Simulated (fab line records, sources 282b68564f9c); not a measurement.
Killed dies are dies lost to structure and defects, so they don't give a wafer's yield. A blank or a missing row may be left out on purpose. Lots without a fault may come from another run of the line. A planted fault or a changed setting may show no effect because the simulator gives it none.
Which tool did it? | flow rit_cmos | 7 lots, 21 wafers sampled, at 2 steps of a route of 202

WHAT THE GAUGES READ, wafer by wafer
RIT_SPACER_THK_MEAS_04.
lot  | measured    | on            | SPACER_NITRIDE_THK (nm)
L735 | day 3 12:28 | film_metro-01 | 253.3 253.0 252.7
L738 | day 3 23:31 | film_metro-03 | 250.5 254.3 251.1
L741 | day 4 15:55 | film_metro-01 | 246.1 247.3 247.9
L746 | day 5 21:14 | film_metro-01 | 419.6 419.5 420.0 419.6 419.1 419.7
L753 | day 7 03:37 | film_metro-04 | 250.8 250.6 251.6
L755 | day 7 10:37 | film_metro-03 | 247.0 247.0 247.4
L757 | day 7 22:32 | film_metro-01 | 248.0 249.6 249.6

WHICH TOOL RAN EACH LOT (tool, then ch and the chambers of the sampled wafers, then the start)
lot  | RIT_SPACER_CVD_03
L735 | lpcvd-02 ch 1, day 3 10:32
L738 | lpcvd-02 ch 0, day 3 21:35
L741 | lpcvd-01 ch 0, day 4 13:01
L746 | lpcvd-01 ch 1, day 5 19:19
L753 | lpcvd-02 ch 1, day 7 01:42
L755 | lpcvd-02 ch 1, day 7 08:42
L757 | lpcvd-02 ch 0, day 7 20:37
- RIT_SPACER_CVD_03: deposits Si3N4 from SiH2Cl2/NH3, target thk 250 nm, time 3300 s.

THE ANSWER, worked out from the rows above alone
Rule: what is usual is taken from the lots themselves. Put in order of their means at a reading, lots are off if they are a third of the lots or fewer, leave a main group of 4 or more, and stand apart from it by a gap of 3 or more times the standard deviation of the main group's means; of several such gaps the widest counts. A main group whose means are all the same, to the digits that the tables above print for the reading, isn't used. A lot without any number at a reading at which 4 lots or more have one is off too. The other lots that the step has rows for count as sound.
Off: L746, at RIT_SPACER_THK_MEAS_04 (SPACER_NITRIDE_THK). The main group: mean 249.9 nm, standard deviation 2.3.
A tool fits if, at a process step before that reading, it ran every lot that is off, and no sound lot after the first of them. The gauges at RIT_SPACER_THK_MEAS_04 are tried like those tools. One fits: lpcvd-01 at RIT_SPACER_CVD_03. Its last sound lot is L741 (day 4 13:01), its first lot that is off L746 (day 5 19:19): a fault that began between those two fits.

WHAT THE SIMULATOR HAD PUT IN
Process parameter drift: lpcvd-01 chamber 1, from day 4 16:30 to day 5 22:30, at RIT_SPACER_CVD_03. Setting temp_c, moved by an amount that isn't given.
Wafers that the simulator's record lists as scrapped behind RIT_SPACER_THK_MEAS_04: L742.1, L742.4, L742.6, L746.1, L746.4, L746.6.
Lots struck among those shown: L746. The rule above found the same.
